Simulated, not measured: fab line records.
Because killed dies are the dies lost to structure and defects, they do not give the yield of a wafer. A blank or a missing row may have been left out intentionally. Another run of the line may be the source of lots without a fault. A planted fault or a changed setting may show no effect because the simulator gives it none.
The same fault as seen by 2 desks || flow berkeley_cmos170 || each desk holds nothing but its own numbers, with what lay behind them at the end

## FOR THE TOOL OWNER'S DESK: pvd_sputter-03
The tool's own readings at UCB170_SILICIDE_SPUTTER_01 (material Ti, target thk 30 nm, time 24.21 s): means of the sampled wafers that have a number, for each lot that ran on this tool. Marked OUT: a lot whose mean sits more than 4 standard deviations from the usual mean, which makes it out of limits; the brackets give that distance.
Columns: A = cathode_dc_power_W at UCB170_SILICIDE_SPUTTER_01, usual 1500.0 W; B = throttle_valve_pct at UCB170_SILICIDE_SPUTTER_01, usual 30.5 %
{"lot": "L351", "first seen here": "day 9 22:07", "A": 1500.1, "B": 30.6}
{"lot": "L355", "first seen here": "day 10 03:31", "A": 1499.8, "B": 30.5}
{"lot": "L360", "first seen here": "day 11 07:39", "A": 1500.2, "B": 30.9}
This desk's verdict: no lot among the 3 shows anything out of limits.

## AT THE METROLOGY DESK
Means of the sampled wafers that have a number, per lot and without regard to the tool the lot ran on: this is what the gauges read. Marked OUT: a lot whose mean sits more than 4 standard deviations from the usual mean, which makes it out of limits; the brackets give that distance.
Columns: A = NSD_OVL at UCB170_NSD_OVL_MEAS_07, usual 0 nm; B = SILICIDE_TI_RS at UCB170_SILICIDE_RS_MEAS_02, usual 27.1 ohm/sq; C = SILICIDE_TI_THK at UCB170_SILICIDE_THK_MEAS_03, usual 28.8 nm
{"lot": "L347", "first seen here": "day 8 02:01", "A": 1, "B": 27.1, "C": 28.7}
{"lot": "L348", "first seen here": "day 8 02:01", "A": 3, "B": 27.2, "C": 28.8}
{"lot": "L346", "first seen here": "day 8 02:17", "A": 2, "B": 27.7, "C": 28.1}
{"lot": "L349", "first seen here": "day 8 02:34", "A": 4, "B": 27.5, "C": 28.6}
{"lot": "L352", "first seen here": "day 9 19:34", "A": -9, "B": 27.4, "C": 28.9}
{"lot": "L350", "first seen here": "day 9 19:39", "A": 9, "B": 27.3, "C": 28.4}
{"lot": "L351", "first seen here": "day 9 19:56", "A": -6, "B": 27.3, "C": 28.9}
{"lot": "L355", "first seen here": "day 10 01:32", "A": 2, "B": "52.0 (+71) OUT", "C": "22.7 (-17) OUT"}
{"lot": "L360", "first seen here": "day 11 04:31", "A": -1, "B": "53.1 (+74) OUT", "C": "22.7 (-17) OUT"}
{"lot": "L363", "first seen here": "day 11 23:05", "A": -1, "B": 27.1, "C": 28.6}
{"lot": "L366", "first seen here": "day 12 17:46", "A": -4, "B": 27.6, "C": 28.2}
{"lot": "L369", "first seen here": "day 12 18:00", "A": 2, "B": 27.2, "C": 28.6}
This desk reports L355, L360 out of limits; the earliest was L355 at day 10 03:34 (SILICIDE_TI_RS at UCB170_SILICIDE_RS_MEAS_02). L347, L348, L346, L349, L352, L350, L351, L363, L366, L369: within limits.

## PUT TOGETHER
The metrology desk could have raised an alarm at day 10 03:34, on L355, L360.
Nothing out of limits was seen by the tool owner's desk.
On record at the tool owner's desk: L355, L360, within its limits.
Every lot named ran UCB170_SILICIDE_SPUTTER_01 on pvd_sputter-03.

## WHAT WAS PUT IN BY THE SIMULATOR
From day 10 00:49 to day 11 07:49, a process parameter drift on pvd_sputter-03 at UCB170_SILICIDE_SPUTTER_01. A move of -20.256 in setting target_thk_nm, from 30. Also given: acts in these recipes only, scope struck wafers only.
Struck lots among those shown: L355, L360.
Hours from the fault's start to each desk's first reading out of limits: the metrology desk, 3.
